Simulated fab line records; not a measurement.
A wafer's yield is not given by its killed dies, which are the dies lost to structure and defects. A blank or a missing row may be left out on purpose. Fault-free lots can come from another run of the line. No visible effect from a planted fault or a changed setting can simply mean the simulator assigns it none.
Lot-split experiment / flow berkeleyCmos170 / 5 lots, 27 wafers read, on a route of 331 steps

== THE SPLIT ==
At UCB170_ACTIVE_CVD_05 (deposits Si3N4 from SiH2Cl2/NH3, target thk 220 nm, time 3300 s), the setting timeS was moved away from the recipe's 3300 s on 18 of the 27 wafers read, by -58.8% to -35.2%. This setting was run at the recipe's value on the other wafers.

== FROM THE SPLIT TO THE READING: what the file shows between them, 3 steps ==
- UCB170_ACTIVE_THK_MEAS_06
- UCB170_ACTIVE_HMDS_07: prime time 60 s
- UCB170_ACTIVE_COAT_08: resist thk 900 nm

== THE READING ==
oesProductAu, in a.u., at UCB170_ACTIVE_ETCH_15 (etches Si3N4 in CH3F/Ar/O2, stops on SiO2, target depth 242 nm, time 151 s). A value of 0.935 a.u. with a standard deviation of 0.017 a.u. is what fault-free wafers of this fab line usually give.

wafer=L075.1; tool, chamber at the split=-, -; timeS as run, s=2043; against the recipe=-38.1%; oesProductAu, a.u.=0.712; against lot-mates on the recipe=no lot-mate on the recipe
wafer=L075.2; tool, chamber at the split=-, -; timeS as run, s=2043; against the recipe=-38.1%; oesProductAu, a.u.=0.725; against lot-mates on the recipe=no lot-mate on the recipe
wafer=L075.3; tool, chamber at the split=-, -; timeS as run, s=2043; against the recipe=-38.1%; oesProductAu, a.u.=0.719; against lot-mates on the recipe=no lot-mate on the recipe
wafer=L075.4; tool, chamber at the split=-, -; timeS as run, s=2043; against the recipe=-38.1%; oesProductAu, a.u.=0.745; against lot-mates on the recipe=no lot-mate on the recipe
wafer=L075.5; tool, chamber at the split=-, -; timeS as run, s=2043; against the recipe=-38.1%; oesProductAu, a.u.=0.716; against lot-mates on the recipe=no lot-mate on the recipe
wafer=L075.6; tool, chamber at the split=-, -; timeS as run, s=2043; against the recipe=-38.1%; oesProductAu, a.u.=0.720; against lot-mates on the recipe=no lot-mate on the recipe
wafer=L079.1; tool, chamber at the split=-, -; timeS as run, s=3300; against the recipe=recipe; oesProductAu, a.u.=0.921; against lot-mates on the recipe=-
wafer=L079.2; tool, chamber at the split=-, -; timeS as run, s=3300; against the recipe=recipe; oesProductAu, a.u.=0.958; against lot-mates on the recipe=-
wafer=L079.3; tool, chamber at the split=-, -; timeS as run, s=3300; against the recipe=recipe; oesProductAu, a.u.=0.920; against lot-mates on the recipe=-
wafer=L079.4; tool, chamber at the split=-, -; timeS as run, s=3300; against the recipe=recipe; oesProductAu, a.u.=0.925; against lot-mates on the recipe=-
wafer=L079.5; tool, chamber at the split=-, -; timeS as run, s=3300; against the recipe=recipe; oesProductAu, a.u.=0.918; against lot-mates on the recipe=-
wafer=L079.6; tool, chamber at the split=-, -; timeS as run, s=3300; against the recipe=recipe; oesProductAu, a.u.=0.962; against lot-mates on the recipe=-
wafer=L080.1; tool, chamber at the split=lpcvd-01, 0; timeS as run, s=3300; against the recipe=recipe; oesProductAu, a.u.=0.959; against lot-mates on the recipe=-
wafer=L080.2; tool, chamber at the split=lpcvd-01, 0; timeS as run, s=3300; against the recipe=recipe; oesProductAu, a.u.=0.920; against lot-mates on the recipe=-
wafer=L080.3; tool, chamber at the split=lpcvd-01, 0; timeS as run, s=3300; against the recipe=recipe; oesProductAu, a.u.=0.932; against lot-mates on the recipe=-
wafer=L082.1; tool, chamber at the split=-, -; timeS as run, s=1359; against the recipe=-58.8%; oesProductAu, a.u.=0.601; against lot-mates on the recipe=no lot-mate on the recipe
wafer=L082.2; tool, chamber at the split=-, -; timeS as run, s=1359; against the recipe=-58.8%; oesProductAu, a.u.=0.594; against lot-mates on the recipe=no lot-mate on the recipe
wafer=L082.3; tool, chamber at the split=-, -; timeS as run, s=1359; against the recipe=-58.8%; oesProductAu, a.u.=0.610; against lot-mates on the recipe=no lot-mate on the recipe
wafer=L082.4; tool, chamber at the split=-, -; timeS as run, s=1359; against the recipe=-58.8%; oesProductAu, a.u.=0.601; against lot-mates on the recipe=no lot-mate on the recipe
wafer=L082.5; tool, chamber at the split=-, -; timeS as run, s=1359; against the recipe=-58.8%; oesProductAu, a.u.=0.585; against lot-mates on the recipe=no lot-mate on the recipe
wafer=L082.6; tool, chamber at the split=-, -; timeS as run, s=1359; against the recipe=-58.8%; oesProductAu, a.u.=0.613; against lot-mates on the recipe=no lot-mate on the recipe
wafer=L083.1; tool, chamber at the split=-, -; timeS as run, s=2138; against the recipe=-35.2%; oesProductAu, a.u.=0.720; against lot-mates on the recipe=no lot-mate on the recipe
wafer=L083.2; tool, chamber at the split=-, -; timeS as run, s=2138; against the recipe=-35.2%; oesProductAu, a.u.=0.747; against lot-mates on the recipe=no lot-mate on the recipe
wafer=L083.3; tool, chamber at the split=-, -; timeS as run, s=2138; against the recipe=-35.2%; oesProductAu, a.u.=0.722; against lot-mates on the recipe=no lot-mate on the recipe
wafer=L083.4; tool, chamber at the split=-, -; timeS as run, s=2138; against the recipe=-35.2%; oesProductAu, a.u.=0.726; against lot-mates on the recipe=no lot-mate on the recipe
wafer=L083.5; tool, chamber at the split=-, -; timeS as run, s=2138; against the recipe=-35.2%; oesProductAu, a.u.=0.710; against lot-mates on the recipe=no lot-mate on the recipe
wafer=L083.6; tool, chamber at the split=-, -; timeS as run, s=2138; against the recipe=-35.2%; oesProductAu, a.u.=0.753; against lot-mates on the recipe=no lot-mate on the recipe

FIT RESULTS
A straight line over all 27 wafers: oesProductAu changes by +0.00568 a.u. for each +1% of timeS; r = +0.99; the points scatter about the line by 0.015 a.u.
Too few moved wafers with a lot-mate on the recipe to fit a line net of each lot's own level.

== THE WHOLE CHAIN: every reading that the file lists as answering this split, in the file's order ==
step=UCB170_ACTIVE_CVD_05; what it does=deposits Si3N4 from SiH2Cl2/NH3, target thk 220 nm, time 3300 s; reading=Si3N4_of_ACTIVE_CVD_05.thkNm (the simulator's own value, which no gauge read); change (the file's fit)=+2.22 nm for each +1% of the setting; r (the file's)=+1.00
step=UCB170_ACTIVE_THK_MEAS_06; what it does=; reading=ACTIVE_NITRIDE_THK; change (the file's fit)=+2.23 for each +1% of the setting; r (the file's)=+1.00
step=UCB170_ACTIVE_ETCH_15; what it does=etches Si3N4 in CH3F/Ar/O2, stops on SiO2, target depth 242 nm, time 151 s; reading=oesProductAu; change (the file's fit)=+0.00568 a.u. for each +1% of the setting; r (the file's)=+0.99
step=UCB170_ACTIVE_ETCH_15; what it does=etches Si3N4 in CH3F/Ar/O2, stops on SiO2, target depth 242 nm, time 151 s; reading=etch.depthNm (the simulator's own value, which no gauge read); change (the file's fit)=+2.22 nm for each +1% of the setting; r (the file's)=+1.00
step=UCB170_M3_PROBE_99; what it does=; reading=etest.nldd.widthNm (the simulator's own value, which no gauge read); change (the file's fit)=+1.45 nm for each +1% of the setting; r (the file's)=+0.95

== FILE'S OWN FIT ==
oesProductAu changes by +0.00568 a.u. for each +1% of timeS, r = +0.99.
